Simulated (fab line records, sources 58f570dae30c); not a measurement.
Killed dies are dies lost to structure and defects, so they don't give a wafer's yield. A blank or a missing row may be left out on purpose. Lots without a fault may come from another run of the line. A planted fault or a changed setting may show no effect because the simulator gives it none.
Tool commonality check | flow berkeley_cmos170 | 15 lots, 45 wafers sampled

WHY IT WAS OPENED
At UCB170_PVT_TW_MEAS_09 the reading PVT_TW is flagged on 3 of 15 lots. Wafers without a fault read 506, standard deviation 3.8.
Rule: a lot is flagged when every wafer of it that has a number lies more than 4 standard deviations from that mean, or none has a number. The other lots count as sound.

lot  | measured     | on            | PVT_TW, wafer by wafer | flag
L702 | day 6 23:19  | film_metro-04 | 500 498 501            |
L701 | day 6 23:50  | film_metro-04 | 499 499 499            |
L705 | day 7 06:15  | film_metro-04 | 503 502 502            |
L703 | day 7 07:10  | film_metro-01 | 511 511 510            |
L708 | day 7 13:38  | film_metro-02 | 509 508 510            |
L706 | day 7 13:43  | film_metro-04 | 503 505 504            |
L707 | day 7 13:50  | film_metro-01 | 510 512 511            |
L715 | day 9 01:42  | film_metro-02 | 457 458 458            | FLAGGED
L711 | day 9 01:55  | film_metro-02 | 503 506 505            |
L713 | day 9 02:13  | film_metro-04 | 454 456 456            | FLAGGED
L710 | day 9 02:28  | film_metro-01 | 506 508 507            |
L714 | day 9 02:46  | film_metro-01 | 460 459 460            | FLAGGED
L720 | day 9 19:46  | film_metro-01 | 507 509 506            |
L722 | day 10 21:20 | film_metro-02 | 508 508 510            |
L723 | day 10 21:25 | film_metro-01 | 508 507 509            |
The numbers of the flagged lots are 458 on average: -48 against the usual, or -13 standard deviations.

WHICH TOOL RAN EACH LOT
The record holds 2 process steps before the reading, out of a route of 331 steps. In each cell: the tool, then ch and the chambers that the sampled wafers went through, then the start.
lot  | flag    | UCB170_ZERO_STRIP_07                | UCB170_PVT_IMPLANT_07
L702 |         | plasma_asher-03 ch 0,1, day 2 03:08 | implanter-01 ch 0, day 6 23:04
L701 |         | plasma_asher-03 ch 0,1, day 1 20:35 | implanter-04 ch 0, day 6 23:35
L705 |         | plasma_asher-03 ch 0,1, day 2 18:01 | implanter-04 ch 0, day 7 06:00
L703 |         | plasma_asher-03 ch 0,1, day 2 08:41 | implanter-02 ch 0, day 7 06:57
L708 |         | plasma_asher-03 ch 0,1, day 3 01:58 | implanter-04 ch 0, day 7 13:23
L706 |         | plasma_asher-02 ch 0,1, day 3 02:02 | implanter-01 ch 0, day 7 13:29
L707 |         | plasma_asher-02 ch 0,1, day 3 02:17 | implanter-04 ch 0, day 7 13:35
L715 | FLAGGED | plasma_asher-04 ch 0,1, day 4 21:23 | implanter-04 ch 0, day 9 01:30
L711 |         | plasma_asher-02 ch 0,1, day 4 04:55 | implanter-01 ch 0, day 9 01:41
L713 | FLAGGED | plasma_asher-04 ch 1, day 4 17:05   | implanter-04 ch 0, day 9 01:58
L710 |         | plasma_asher-03 ch 0,1, day 3 21:37 | implanter-01 ch 0, day 9 02:15
L714 | FLAGGED | plasma_asher-03 ch 0,1, day 4 17:20 | implanter-04 ch 0, day 9 02:31
L720 |         | plasma_asher-03 ch 0,1, day 5 21:25 | implanter-02 ch 0, day 9 19:32
L722 |         | plasma_asher-04 ch 0,1, day 6 07:26 | implanter-01 ch 0, day 10 21:05
L723 |         | plasma_asher-03 ch 1, day 6 07:41   | implanter-02 ch 0, day 10 21:10
What these steps do:
- UCB170_ZERO_STRIP_07: strips in O2.
- UCB170_PVT_IMPLANT_07
- UCB170_PVT_TW_MEAS_09

FLAGGED OVER TOTAL, TOOL BY TOOL (the gauges that took the reading come last)
step                  | tool            | lots run | flagged | share of the flagged lots | sound lots run after its first flagged lot
UCB170_ZERO_STRIP_07  | plasma_asher-02 | 3        | 0       | none                      | -
UCB170_ZERO_STRIP_07  | plasma_asher-03 | 9        | 1       | some                      | 2 (L720,L723)
UCB170_ZERO_STRIP_07  | plasma_asher-04 | 3        | 2       | some                      | 1 (L722)
UCB170_PVT_IMPLANT_07 | implanter-01    | 5        | 0       | none                      | -
UCB170_PVT_IMPLANT_07 | implanter-02    | 3        | 0       | none                      | -
UCB170_PVT_IMPLANT_07 | implanter-04    | 7        | 3       | all                       | 0
UCB170_PVT_TW_MEAS_09 | film_metro-01   | 6        | 1       | some                      | 2 (L720,L723)
UCB170_PVT_TW_MEAS_09 | film_metro-02   | 4        | 1       | some                      | 2 (L711,L722)
UCB170_PVT_TW_MEAS_09 | film_metro-04   | 5        | 1       | some                      | 0

WHAT THE TABLE ALLOWS
1 row of the table ran every flagged lot: implanter-04 at UCB170_PVT_IMPLANT_07.
- implanter-04 at UCB170_PVT_IMPLANT_07: 3 of its 7 lots flagged. Its last sound lot is L707 (day 7 13:35), its first flagged lot L715 (day 9 01:30): a fault that began between those two fits. Its own readings lie more than 4 standard deviations out on every wafer of the flagged lots: beam_energy_keV.
One tool is left: implanter-04 at UCB170_PVT_IMPLANT_07.

WHAT THE SIMULATOR HAD PUT IN
Process parameter drift: implanter-04, from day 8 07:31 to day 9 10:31, at UCB170_PVT_IMPLANT_07. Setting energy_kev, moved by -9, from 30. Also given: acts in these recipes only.
Lots struck among those shown: L715, L713, L714. The rule above found the same.
